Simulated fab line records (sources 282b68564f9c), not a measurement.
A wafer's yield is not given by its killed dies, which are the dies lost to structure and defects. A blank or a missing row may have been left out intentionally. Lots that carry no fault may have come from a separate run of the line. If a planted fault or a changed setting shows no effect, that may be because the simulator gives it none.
fab line records ; flow rit_cmos ; part 1 of 2: steps 1 to 33 of 44
record: lots: 5; wafers: 15; last_day: 6
route steps=202 shown GATE@89 REOX@98 NLDD@103 PLDD@114 SPACER@125 NSD@131
lots with no fault: from the same line, run without faults
start_h: hours from the record's first day to the start of the lot's first wafer shown ; wait_h: hours elapsed since this lot's preceding step ; " the same as in the row above ; L1.1+2: a single row standing in for several wafers ; - no value, or no start was given ; * or withheld: withheld ; < > ~ a bound
route shown NAME@n: a module of which the file shows steps, and the number in the route of the first ; usual: mean/standard deviation of fault-free wafers ; same: alike in all rows ; chamber/n: place in a boat ; sites: the reading at each site ; _std_site: standard deviation of those values ; _edge_site: inner sites' mean taken away from outer sites' mean ; radius_mm: how far each site lies from the wafer's centre ; mask NAME#n: copy n ; behind: the last tool/chamber to shape the wafer ; hold: reason for holding the lot/hours on hold/outcome of the hold ; device: the n, p or np transistor that did not switch ; end of line: the tests these same wafers got at the end of their route ; where a step has no rows: the recipe by itself ; killed: dies that structure and defects cost at the first sort, which is not the same as the wafer's yield ; map: shows each die of a wafer: x if killed, . if not, _ if none is there
set.NAME: the setting the step ran with; set.NAME@STEP: the setting that earlier step ran with ; model.NAME: the simulator's own value behind a step, which no gauge read
certain route steps with their lots: each step a table, each wafer a row
services: the hour from which a tool's chamber was out of use, counted from the record's first day as start_h (under 0 if before that day), plus the number of hours and why
== steps ==
step: RIT_GATE_EXPOSE_13
recipe: mask_id: M6; na: 0.6; source_shape: conventional; sigma_outer: 0.6; target_cd_nm: 150; dose_mj: 380
lot.wafer;tool;chamber;start_h;wait_h;mask
L079.1+3+4;iline_stepper-01;0;63.77;0.1;M6#0
L080.2+4+6;iline_stepper-01;0;66.71;0.1;M6#0
L084.1+3+6;iline_stepper-01;0;91.28;0.3;M6#0
L086.2+4+6;iline_stepper-02;0;96.34;0.2;M6#0
L090.1+4+5;iline_stepper-01;0;117.19;0.2;M6#0
step: RIT_GATE_PEB_14
recipe: resist: NOVOLAK; temp_c: withheld; time_s: withheld
lot.wafer;tool;chamber;start_h;wait_h
L079.1+3+4;litho_track-04;0;63.88;0.1
L080.2+4+6;litho_track-02;0;66.86;0.1
L084.1+3+6;litho_track-04;0;91.40;0.1
L086.2+4+6;litho_track-02;0;96.47;0.1
L090.1+4+5;litho_track-02;0;117.31;0.1
step: RIT_GATE_DEVELOP_15
recipe: resist: NOVOLAK; develop_time_s: 50; dev_temp_c: 23.65
lot.wafer;tool;chamber;start_h;wait_h
L079.1+3+4;litho_track-04;0;-;-
L080.2+4+6;litho_track-02;0;-;-
L084.1+3+6;litho_track-04;0;-;-
L086.2+4+6;litho_track-02;0;-;-
L090.1+4+5;litho_track-02;0;-;-
step: RIT_GATE_CD_MEAS_16
recipe: target_cd_nm: 150
usual: cd_nm: 150.4/2.4
lot.wafer;tool;chamber;start_h;wait_h;cd_nm
L079.1;cd_sem-02;-;64.17;-;150.7
L079.3;cd_sem-02;-;64.17;-;151.3
L079.4;cd_sem-02;-;64.17;-;150.1
L080.2;cd_sem-02;-;67.14;-;147.2
L080.4;cd_sem-02;-;67.14;-;146.7
L080.6;cd_sem-02;-;67.14;-;147.7
L084.1;cd_sem-02;-;91.68;-;151.5
L084.3;cd_sem-02;-;91.68;-;152.7
L084.6;cd_sem-02;-;91.68;-;155.8
L086.2;cd_sem-02;-;96.74;-;149.7
L086.4;cd_sem-02;-;96.74;-;150.3
L086.6;cd_sem-02;-;96.74;-;149.1
L090.1;cd_sem-02;-;117.59;-;148.3
L090.4;cd_sem-02;-;117.59;-;151.0
L090.5;cd_sem-02;-;117.59;-;148.6
step: RIT_GATE_OVL_MEAS_17
usual: GATE_OVL: 0.5/1.4
lot.wafer;tool;chamber;start_h;wait_h;GATE_OVL[nm]
L079.1;overlay-01;-;64.29;0.1;0.9
L079.3;overlay-01;-;64.29;0.1;0.1
L079.4;overlay-01;-;64.29;0.1;2.1
L080.2;overlay-02;-;67.25;0.1;0.4
L080.4;overlay-02;-;67.25;0.1;0.9
L080.6;overlay-02;-;67.25;0.1;1.8
L084.1;overlay-01;-;91.80;0.1;1.9
L084.3;overlay-01;-;91.80;0.1;1.0
L084.6;overlay-01;-;91.80;0.1;1.3
L086.2;overlay-01;-;96.85;0.1;0.4
L086.4;overlay-01;-;96.85;0.1;0.4
L086.6;overlay-01;-;96.85;0.1;0.2
L090.1;overlay-01;-;117.71;0.1;0.7
L090.4;overlay-01;-;117.71;0.1;4.0
L090.5;overlay-01;-;117.71;0.1;1.4
step: RIT_GATE_HARDBAKE_18
recipe: resist: NOVOLAK; temp_c: 140; time_s: 60
usual: plate_temp_C: 140.01/0.14
lot.wafer;tool;chamber;start_h;wait_h;plate_temp_C
L079.1;litho_track-02;0;64.32;0.0;139.84
L079.3;litho_track-02;0;64.32;0.0;140.10
L079.4;litho_track-02;0;64.32;0.0;139.82
L080.2;litho_track-04;0;67.30;0.0;139.81
L080.4;litho_track-04;0;67.30;0.0;140.11
L080.6;litho_track-04;0;67.30;0.0;139.91
L084.1;litho_track-02;0;91.84;0.0;139.89
L084.3;litho_track-02;0;91.84;0.0;140.22
L084.6;litho_track-02;0;91.84;0.0;140.08
L086.2;litho_track-02;0;96.90;0.0;140.09
L086.4;litho_track-02;0;96.90;0.0;139.99
L086.6;litho_track-02;0;96.90;0.0;140.15
L090.1;litho_track-04;0;117.75;0.0;140.03
L090.4;litho_track-04;0;117.75;0.0;139.88
L090.5;litho_track-04;0;117.75;0.0;139.81
step: RIT_GATE_ETCH_19
recipe: chemistry: SF6/CHF3/O2; time_s: 165; SF6_flow_sccm: 30; CHF3_flow_sccm: 30; O2_flow_sccm: 5; target: poly-Si; pressure_mtorr: 40; rf_w: 160; target_depth_a: 3125; over_etch_frac: 0.25; stop_on: SiO2
usual: drypump_motor_current_A: 5.8/0.39; oes_product_au: 0.857/0.011; rf_fwd_power_W: 159.4/0.53; throttle_valve_pct: 10.24/0.19
same: over_etch_frac: 0.25
lot.wafer;tool;chamber;start_h;wait_h;drypump_motor_current_A;oes_product_au;rf_fwd_power_W;rf_hours_counter_h;throttle_valve_pct
L079.1;rie_si-01;2;64.47;0.1;5.7;0.852;159.5;3;9.98
L079.3;rie_si-01;3;64.47;0.1;6.1;0.874;159.4;96;10.50
L079.4;rie_si-01;1;64.47;0.1;5.6;0.852;158.8;-;10.09
L080.2;rie_si-02;3;67.43;0.1;6.6;0.857;159.8;147;10.07
L080.4;rie_si-02;1;67.43;0.1;5.9;0.861;160.0;146;10.34
L080.6;rie_si-02;3;67.43;0.1;6.6;0.851;159.3;-;10.08
L084.1;rie_si-02;2;91.99;0.1;5.5;0.863;158.9;2;10.52
L084.3;rie_si-02;1;91.99;0.1;5.9;0.857;159.5;146;10.34
L084.6;rie_si-02;0;91.99;0.1;6.0;0.856;160.2;-;10.09
L086.2;rie_si-02;3;97.03;0.1;6.6;0.854;160.0;147;10.08
L086.4;rie_si-02;0;97.03;0.1;6.0;0.855;159.4;128;10.13
L086.6;rie_si-02;3;97.03;0.1;6.6;0.863;160.2;-;10.08
L090.1;rie_si-02;3;117.90;0.1;6.6;0.847;159.4;148;10.10
L090.4;rie_si-02;0;117.90;0.1;6.0;0.863;158.7;129;10.12
L090.5;rie_si-02;2;117.90;0.1;5.4;0.861;159.4;-;10.55
step: RIT_GATE_STRIP_20
recipe: chemistry: O2; time_s: 180; resist: NOVOLAK; platen_temp_c: withheld; power_w: 500; pressure_mtorr: 4000; o2_flow_sccm: 4000
usual: drypump_motor_current_A: 5.87/0.27; rf_refl_power_W: 7.8/0.77
lot.wafer;tool;chamber;start_h;wait_h;drypump_motor_current_A;rf_hours_counter_h;rf_refl_power_W
L079.1;plasma_asher-04;1;64.58;0.1;5.79;44;7.6
L079.3;plasma_asher-04;0;64.58;0.1;5.79;-;6.4
L079.4;plasma_asher-04;1;64.58;0.1;5.81;-;7.7
L080.2;plasma_asher-01;0;67.54;0.1;5.42;41;7.3
L080.4;plasma_asher-01;1;67.54;0.1;6.11;-;9.0
L080.6;plasma_asher-01;1;67.54;0.1;6.08;-;9.0
L084.1;plasma_asher-01;1;92.09;0.1;6.13;42;9.0
L084.3;plasma_asher-01;0;92.09;0.1;5.41;-;7.1
L084.6;plasma_asher-01;0;92.09;0.1;5.40;-;7.2
L086.2;plasma_asher-03;1;97.14;0.1;6.01;46;7.8
L086.4;plasma_asher-03;0;97.14;0.1;6.09;-;8.2
L086.6;plasma_asher-03;1;97.14;0.1;5.93;-;8.2
L090.1;plasma_asher-01;0;118.00;0.1;5.39;45;7.0
L090.4;plasma_asher-01;0;118.00;0.1;5.39;-;7.2
L090.5;plasma_asher-01;0;118.00;0.1;5.39;-;7.1
step: RIT_GATE_CD_MEAS_90
recipe: target_cd_nm: 150
usual: cd_nm: 150.4/2.4
lot.wafer;tool;chamber;start_h;wait_h;cd_nm
L079.1;cd_sem-01;-;64.75;0.1;150.4
L079.3;cd_sem-01;-;64.75;0.1;151.1
L079.4;cd_sem-01;-;64.75;0.1;150.4
L080.2;cd_sem-02;-;67.73;0.1;147.2
L080.4;cd_sem-02;-;67.73;0.1;146.4
L080.6;cd_sem-02;-;67.73;0.1;147.2
L084.1;cd_sem-01;-;92.27;0.1;151.8
L084.3;cd_sem-01;-;92.27;0.1;152.5
L084.6;cd_sem-01;-;92.27;0.1;156.5
L086.2;cd_sem-01;-;97.33;0.1;149.3
L086.4;cd_sem-01;-;97.33;0.1;150.5
L086.6;cd_sem-01;-;97.33;0.1;149.0
L090.1;cd_sem-02;-;118.18;0.1;148.3
L090.4;cd_sem-02;-;118.18;0.1;151.6
L090.5;cd_sem-02;-;118.18;0.1;148.7
step: RIT_REOX_CLEAN_00
recipe: chemistry: SC1; mix: 3:3:50; time_s: 600; temp_c: 75
lot.wafer;tool;chamber;start_h;wait_h
L079.1+3+4;wet_bench-04;0;64.87;0.1
L080.2+4+6;wet_bench-02;2;67.83;0.1
L084.1+3+6;wet_bench-03;0;92.39;0.1
L086.2+4+6;wet_bench-03;1;97.43;0.1
L090.1+4+5;wet_bench-04;1;118.30;0.1
step: RIT_REOX_CLEAN_01
recipe: chemistry: dHF; dilution: 50:1; time_s: 30
lot.wafer;tool;chamber;start_h;wait_h
L079.1+3+4;wet_bench-02;3;65.05;0.0
L080.2+4+6;wet_bench-03;3;68.01;0.0
L084.1+3+6;wet_bench-02;3;92.56;0.0
L086.2+4+6;wet_bench-02;2;97.62;0.0
L090.1+4+5;wet_bench-03;3;118.47;0.0
step: RIT_REOX_CLEAN_02
recipe: chemistry: SC2; mix: 3:3:50; time_s: 600; temp_c: 75; dry: n2_spin
lot.wafer;tool;chamber;start_h;wait_h
L079.1+3+4;wet_bench-03;2;65.07;0.0
L080.2+4+6;wet_bench-04;0;68.02;0.0
L084.1+3+6;wet_bench-03;0;92.58;0.0
L086.2+4+6;wet_bench-03;0;97.64;0.0
L090.1+4+5;wet_bench-04;3;118.49;0.0
step: RIT_REOX_OXIDATION_03
recipe: temp_c: 900; ambient: O2; target_thk_a: 252; ox_time_s: 5580
usual: spike_tc_centre_C: 902.9/1.7
lot.wafer;tool;chamber;start_h;wait_h;spike_tc_centre_C
L079.1;furnace-04;0;65.26;0.0;902.5
L079.3;furnace-04;0;65.26;0.0;903.9
L079.4;furnace-04;0;65.26;0.0;904.0
L080.2;furnace-02;0;68.68;0.5;900.7
L080.4;furnace-02;0;68.68;0.5;902.4
L080.6;furnace-02;0;68.68;0.5;903.4
L084.1;furnace-01;0;92.76;0.0;903.1
L084.3;furnace-01;0;92.76;0.0;903.7
L084.6;furnace-01;0;92.76;0.0;903.6
L086.2;furnace-04;0;98.13;0.3;902.9
L086.4;furnace-04;0;98.13;0.3;902.9
L086.6;furnace-04;0;98.13;0.3;903.1
L090.1;furnace-01;0;118.67;0.0;904.5
L090.4;furnace-01;0;118.67;0.0;904.5
L090.5;furnace-01;0;118.67;0.0;905.2
step: RIT_REOX_THK_MEAS_04
recipe: reads: SiO2_of_REOX_OXIDATION_03
usual: REOX_OXIDE_THK: 25.1/0.49
lot.wafer;tool;chamber;start_h;wait_h;REOX_OXIDE_THK[nm]
L079.1;film_metro-03;-;67.81;0.0;25.8
L079.3;film_metro-03;-;67.81;0.0;25.9
L079.4;film_metro-03;-;67.81;0.0;26.4
L080.2;film_metro-04;-;71.24;0.0;25.0
L080.4;film_metro-04;-;71.24;0.0;24.5
L080.6;film_metro-04;-;71.24;0.0;24.6
L084.1;film_metro-04;-;95.31;0.0;24.8
L084.3;film_metro-04;-;95.31;0.0;24.9
L084.6;film_metro-04;-;95.31;0.0;24.7
L086.2;film_metro-03;-;100.69;0.0;25.5
L086.4;film_metro-03;-;100.69;0.0;25.5
L086.6;film_metro-03;-;100.69;0.0;25.2
L090.1;film_metro-02;-;121.22;0.0;25.0
L090.4;film_metro-02;-;121.22;0.0;24.4
L090.5;film_metro-02;-;121.22;0.0;24.6
step: RIT_NLDD_HMDS_00
recipe: prime_time_s: 60; prime_temp_c: 140
lot.wafer;tool;chamber;start_h;wait_h
L079.1+3+4;litho_track-01;0;67.87;0.1
L080.2+4+6;litho_track-03;0;71.31;0.1
L084.1+3+6;litho_track-04;0;95.37;0.1
L086.2+4+6;litho_track-04;0;100.76;0.1
L090.1+4+5;litho_track-04;0;121.28;0.1
step: RIT_NLDD_COAT_01
recipe: resist: NOVOLAK; spin_rpm: 3250; resist_thk_nm: 1000
lot.wafer;tool;chamber;start_h;wait_h
L079.1+3+4;litho_track-01;0;68.02;0.1
L080.2+4+6;litho_track-03;0;71.46;0.1
L084.1+3+6;litho_track-04;0;95.52;0.1
L086.2+4+6;litho_track-04;0;100.91;0.1
L090.1+4+5;litho_track-04;0;121.43;0.1
step: RIT_NLDD_SOFTBAKE_02
recipe: resist: NOVOLAK; temp_c: 90; time_s: 60
usual: plate_temp_C: 90.01/0.13
lot.wafer;tool;chamber;start_h;wait_h;plate_temp_C
L079.1;litho_track-01;0;68.17;0.1;90.05
L079.3;litho_track-01;0;68.17;0.1;90.11
L079.4;litho_track-01;0;68.17;0.1;90.15
L080.2;litho_track-03;0;71.61;0.1;90.06
L080.4;litho_track-03;0;71.61;0.1;90.13
L080.6;litho_track-03;0;71.61;0.1;90.15
L084.1;litho_track-04;0;95.67;0.1;89.84
L084.3;litho_track-04;0;95.67;0.1;89.81
L084.6;litho_track-04;0;95.67;0.1;90.03
L086.2;litho_track-04;0;101.06;0.1;90.37
L086.4;litho_track-04;0;101.06;0.1;90.19
L086.6;litho_track-04;0;101.06;0.1;90.20
L090.1;litho_track-04;0;121.58;0.1;90.15
L090.4;litho_track-04;0;121.58;0.1;89.90
L090.5;litho_track-04;0;121.58;0.1;89.87
step: RIT_NLDD_EXPOSE_03
recipe: mask_id: M7; na: 0.57; target_cd_nm: 40700; dose_mj: 250
lot.wafer;tool;chamber;start_h;wait_h;mask
L079.1+3+4;iline_stepper-01;0;68.32;0.1;M7#0
L080.2+4+6;iline_stepper-01;0;71.76;0.1;M7#0
L084.1+3+6;iline_stepper-02;0;95.94;0.2;M7#0
L086.2+4+6;iline_stepper-01;0;101.40;0.3;M7#0
L090.1+4+5;iline_stepper-01;0;121.73;0.1;M7#0
step: RIT_NLDD_PEB_04
recipe: resist: NOVOLAK; temp_c: withheld; time_s: withheld
lot.wafer;tool;chamber;start_h;wait_h
L079.1+3+4;litho_track-04;0;68.43;0.1
L080.2+4+6;litho_track-03;0;71.88;0.1
L084.1+3+6;litho_track-04;0;96.15;0.2
L086.2+4+6;litho_track-04;0;101.56;0.1
L090.1+4+5;litho_track-04;0;121.84;0.1
step: RIT_NLDD_DEVELOP_05
recipe: resist: NOVOLAK; develop_time_s: 50; dev_temp_c: 23
lot.wafer;tool;chamber;start_h;wait_h
L079.1+3+4;litho_track-04;0;-;-
L080.2+4+6;litho_track-03;0;-;-
L084.1+3+6;litho_track-04;0;-;-
L086.2+4+6;litho_track-04;0;-;-
L090.1+4+5;litho_track-04;0;-;-
step: RIT_NLDD_OVL_MEAS_06
usual: NLDD_OVL: -0.5/1.3
lot.wafer;tool;chamber;start_h;wait_h;NLDD_OVL[nm]
L079.1;overlay-02;-;68.72;-;0.9
L079.3;overlay-02;-;68.72;-;2.4
L079.4;overlay-02;-;68.72;-;1.5
L080.2;overlay-01;-;72.14;-;1.3
L080.4;overlay-01;-;72.14;-;1.9
L080.6;overlay-01;-;72.14;-;0.4
L084.1;overlay-02;-;96.43;-;-0.3
L084.3;overlay-02;-;96.43;-;0.5
L084.6;overlay-02;-;96.43;-;1.2
L086.2;overlay-02;-;101.82;-;-2.6
L086.4;overlay-02;-;101.82;-;-0.8
L086.6;overlay-02;-;101.82;-;-2.3
L090.1;overlay-01;-;122.13;-;-1.8
L090.4;overlay-01;-;122.13;-;0.2
L090.5;overlay-01;-;122.13;-;-0.9
step: RIT_NLDD_HARDBAKE_07
recipe: resist: NOVOLAK; temp_c: 139.2; time_s: 60
usual: plate_temp_C: 139.20/0.14
lot.wafer;tool;chamber;start_h;wait_h;plate_temp_C
L079.1;litho_track-03;0;68.75;0.0;139.02
L079.3;litho_track-03;0;68.75;0.0;139.21
L079.4;litho_track-03;0;68.75;0.0;139.27
L080.2;litho_track-01;0;72.20;0.0;139.35
L080.4;litho_track-01;0;72.20;0.0;139.41
L080.6;litho_track-01;0;72.20;0.0;139.35
L084.1;litho_track-04;0;96.47;0.0;139.23
L084.3;litho_track-04;0;96.47;0.0;139.15
L084.6;litho_track-04;0;96.47;0.0;139.29
L086.2;litho_track-04;0;101.88;0.0;139.27
L086.4;litho_track-04;0;101.88;0.0;139.22
L086.6;litho_track-04;0;101.88;0.0;139.25
L090.1;litho_track-04;0;122.16;0.0;139.26
L090.4;litho_track-04;0;122.16;0.0;139.39
L090.5;litho_track-04;0;122.16;0.0;139.15
step: RIT_NLDD_IMPLANT_08
recipe: species: P; energy_kev: 20; dose_cm2: 5e+14; tilt_deg: 7
usual: dose_ions_cm2: 4.999e+14/5.4e+11
lot.wafer;tool;chamber;start_h;wait_h;dose_ions_cm2
L079.1;implanter-02;0;68.90;0.1;5.004e+14
L079.3;implanter-02;0;68.90;0.1;5e+14
L079.4;implanter-02;0;68.90;0.1;4.992e+14
L080.2;implanter-04;0;72.35;0.1;5.007e+14
L080.4;implanter-04;0;72.35;0.1;5e+14
L080.6;implanter-04;0;72.35;0.1;4.999e+14
L084.1;implanter-04;0;96.62;0.1;5e+14
L084.3;implanter-04;0;96.62;0.1;5.009e+14
L084.6;implanter-04;0;96.62;0.1;4.995e+14
L086.2;implanter-04;0;102.03;0.1;4.999e+14
L086.4;implanter-04;0;102.03;0.1;4.998e+14
L086.6;implanter-04;0;102.03;0.1;5.003e+14
L090.1;implanter-03;0;122.31;0.1;4.997e+14
L090.4;implanter-03;0;122.31;0.1;4.991e+14
L090.5;implanter-03;0;122.31;0.1;4.993e+14
step: RIT_NLDD_STRIP_09
recipe: chemistry: O2; time_s: 180; resist: NOVOLAK; platen_temp_c: withheld; power_w: 500; pressure_mtorr: 4000; o2_flow_sccm: 4000
usual: drypump_motor_current_A: 5.8/0.31; rf_refl_power_W: 7.2/0.74
lot.wafer;tool;chamber;start_h;wait_h;drypump_motor_current_A;rf_hours_counter_h;rf_refl_power_W
L079.1;plasma_asher-02;0;69.05;0.1;6.0;27;6.9
L079.3;plasma_asher-02;0;69.05;0.1;6.0;-;7.2
L079.4;plasma_asher-02;1;69.05;0.1;5.3;-;6.3
L080.2;plasma_asher-02;0;72.47;0.1;6.0;27;7.2
L080.4;plasma_asher-02;1;72.47;0.1;5.3;-;6.0
L080.6;plasma_asher-02;0;72.47;0.1;6.0;-;6.7
L084.1;plasma_asher-02;0;96.77;0.1;6.0;30;7.0
L084.3;plasma_asher-02;0;96.77;0.1;6.0;-;7.4
L084.6;plasma_asher-02;1;96.77;0.1;5.3;-;6.2
L086.2;plasma_asher-02;0;102.15;0.1;6.0;30;7.3
L086.4;plasma_asher-02;1;102.15;0.1;5.3;-;6.5
L086.6;plasma_asher-02;0;102.15;0.1;6.1;-;7.3
L090.1;plasma_asher-02;0;122.46;0.1;6.0;33;6.8
L090.4;plasma_asher-02;1;122.46;0.1;5.3;-;6.5
L090.5;plasma_asher-02;1;122.46;0.1;5.3;-;6.4
step: RIT_NLDD_TW_MEAS_10
usual: NLDD_TW: 2508/13
lot.wafer;tool;chamber;start_h;wait_h;NLDD_TW
L079.1;film_metro-03;-;69.23;0.1;2494
L079.3;film_metro-03;-;69.23;0.1;2481
L079.4;film_metro-03;-;69.23;0.1;2514
L080.2;film_metro-03;-;72.66;0.1;2500
L080.4;film_metro-03;-;72.66;0.1;2502
L080.6;film_metro-03;-;72.66;0.1;2492
L084.1;film_metro-01;-;96.94;0.1;2534
L084.3;film_metro-01;-;96.94;0.1;2527
L084.6;film_metro-01;-;96.94;0.1;2531
L086.2;film_metro-01;-;102.34;0.1;2530
L086.4;film_metro-01;-;102.34;0.1;2529
L086.6;film_metro-01;-;102.34;0.1;2515
L090.1;film_metro-03;-;122.64;0.1;2498
L090.4;film_metro-03;-;122.64;0.1;2493
L090.5;film_metro-03;-;122.64;0.1;2496
step: RIT_PLDD_HMDS_00
recipe: prime_time_s: 60; prime_temp_c: 140
lot.wafer;tool;chamber;start_h;wait_h
L079.1+3+4;litho_track-04;0;69.29;0.1
L080.2+4+6;litho_track-04;0;72.73;0.1
L084.1+3+6;litho_track-01;0;97.00;0.1
L086.2+4+6;litho_track-01;0;102.41;0.1
L090.1+4+5;litho_track-02;0;122.70;0.1
step: RIT_PLDD_COAT_01
recipe: resist: NOVOLAK; spin_rpm: 3250; resist_thk_nm: 1000
lot.wafer;tool;chamber;start_h;wait_h
L079.1+3+4;litho_track-04;0;69.44;0.1
L080.2+4+6;litho_track-04;0;72.88;0.1
L084.1+3+6;litho_track-01;0;97.15;0.1
L086.2+4+6;litho_track-01;0;102.56;0.1
L090.1+4+5;litho_track-02;0;122.85;0.1
step: RIT_PLDD_SOFTBAKE_02
recipe: resist: NOVOLAK; temp_c: 90; time_s: 60
usual: plate_temp_C: 90.00/0.13
lot.wafer;tool;chamber;start_h;wait_h;plate_temp_C
L079.1;litho_track-04;0;69.59;0.1;90.00
L079.3;litho_track-04;0;69.59;0.1;89.95
L079.4;litho_track-04;0;69.59;0.1;89.98
L080.2;litho_track-04;0;73.03;0.1;90.01
L080.4;litho_track-04;0;73.03;0.1;90.07
L080.6;litho_track-04;0;73.03;0.1;90.07
L084.1;litho_track-01;0;97.30;0.1;89.98
L084.3;litho_track-01;0;97.30;0.1;89.93
L084.6;litho_track-01;0;97.30;0.1;90.11
L086.2;litho_track-01;0;102.71;0.1;89.89
L086.4;litho_track-01;0;102.71;0.1;90.02
L086.6;litho_track-01;0;102.71;0.1;89.98
L090.1;litho_track-02;0;123.00;0.1;90.08
L090.4;litho_track-02;0;123.00;0.1;90.11
L090.5;litho_track-02;0;123.00;0.1;90.11
step: RIT_PLDD_EXPOSE_03
recipe: mask_id: M8; na: 0.57; target_cd_nm: 40900; dose_mj: 250
lot.wafer;tool;chamber;start_h;wait_h;mask
L079.1+3+4;iline_stepper-02;0;69.74;0.1;M8#0
L080.2+4+6;iline_stepper-02;0;73.18;0.1;M8#0
L084.1+3+6;iline_stepper-02;0;97.58;0.2;M8#0
L086.2+4+6;iline_stepper-01;0;103.07;0.3;M8#0
L090.1+4+5;iline_stepper-01;0;123.27;0.2;M8#0
step: RIT_PLDD_PEB_04
recipe: resist: NOVOLAK; temp_c: withheld; time_s: withheld
lot.wafer;tool;chamber;start_h;wait_h
L079.1+3+4;litho_track-04;0;69.85;0.1
L080.2+4+6;litho_track-01;0;73.30;0.1
L084.1+3+6;litho_track-02;0;97.69;0.1
L086.2+4+6;litho_track-02;0;103.27;0.2
L090.1+4+5;litho_track-01;0;123.39;0.1
step: RIT_PLDD_DEVELOP_05
recipe: resist: NOVOLAK; develop_time_s: 50; dev_temp_c: 23
lot.wafer;tool;chamber;start_h;wait_h
L079.1+3+4;litho_track-04;0;-;-
L080.2+4+6;litho_track-01;0;-;-
L084.1+3+6;litho_track-02;0;-;-
L086.2+4+6;litho_track-02;0;-;-
L090.1+4+5;litho_track-01;0;-;-
step: RIT_PLDD_OVL_MEAS_06
usual: PLDD_OVL: 0.2/1.3
lot.wafer;tool;chamber;start_h;wait_h;PLDD_OVL[nm]
L079.1;overlay-02;-;70.14;-;0.2
L079.3;overlay-02;-;70.14;-;-1.2
L079.4;overlay-02;-;70.14;-;0.1
L080.2;overlay-02;-;73.57;-;2.8
L080.4;overlay-02;-;73.57;-;-0.7
L080.6;overlay-02;-;73.57;-;-1.5
L084.1;overlay-02;-;97.98;-;1.0
L084.3;overlay-02;-;97.98;-;-0.1
L084.6;overlay-02;-;97.98;-;-0.4
L086.2;overlay-02;-;103.53;-;-0.9
L086.4;overlay-02;-;103.53;-;0.0
L086.6;overlay-02;-;103.53;-;0.2
L090.1;overlay-02;-;123.67;-;-0.9
L090.4;overlay-02;-;123.67;-;-0.4
L090.5;overlay-02;-;123.67;-;-1.1
step: RIT_PLDD_HARDBAKE_07
recipe: resist: NOVOLAK; temp_c: 140; time_s: 60
usual: plate_temp_C: 140.02/0.13
lot.wafer;tool;chamber;start_h;wait_h;plate_temp_C
L079.1;litho_track-02;0;70.17;0.0;139.90
L079.3;litho_track-02;0;70.17;0.0;140.22
L079.4;litho_track-02;0;70.17;0.0;140.06
L080.2;litho_track-02;0;73.62;0.0;139.88
L080.4;litho_track-02;0;73.62;0.0;140.34
L080.6;litho_track-02;0;73.62;0.0;140.00
L084.1;litho_track-01;0;98.01;0.0;139.96
L084.3;litho_track-01;0;98.01;0.0;139.89
L084.6;litho_track-01;0;98.01;0.0;139.96
L086.2;litho_track-02;0;103.59;0.0;139.95
L086.4;litho_track-02;0;103.59;0.0;140.04
L086.6;litho_track-02;0;103.59;0.0;139.99
L090.1;litho_track-02;0;123.71;0.0;140.03
L090.4;litho_track-02;0;123.71;0.0;140.10
L090.5;litho_track-02;0;123.71;0.0;140.16
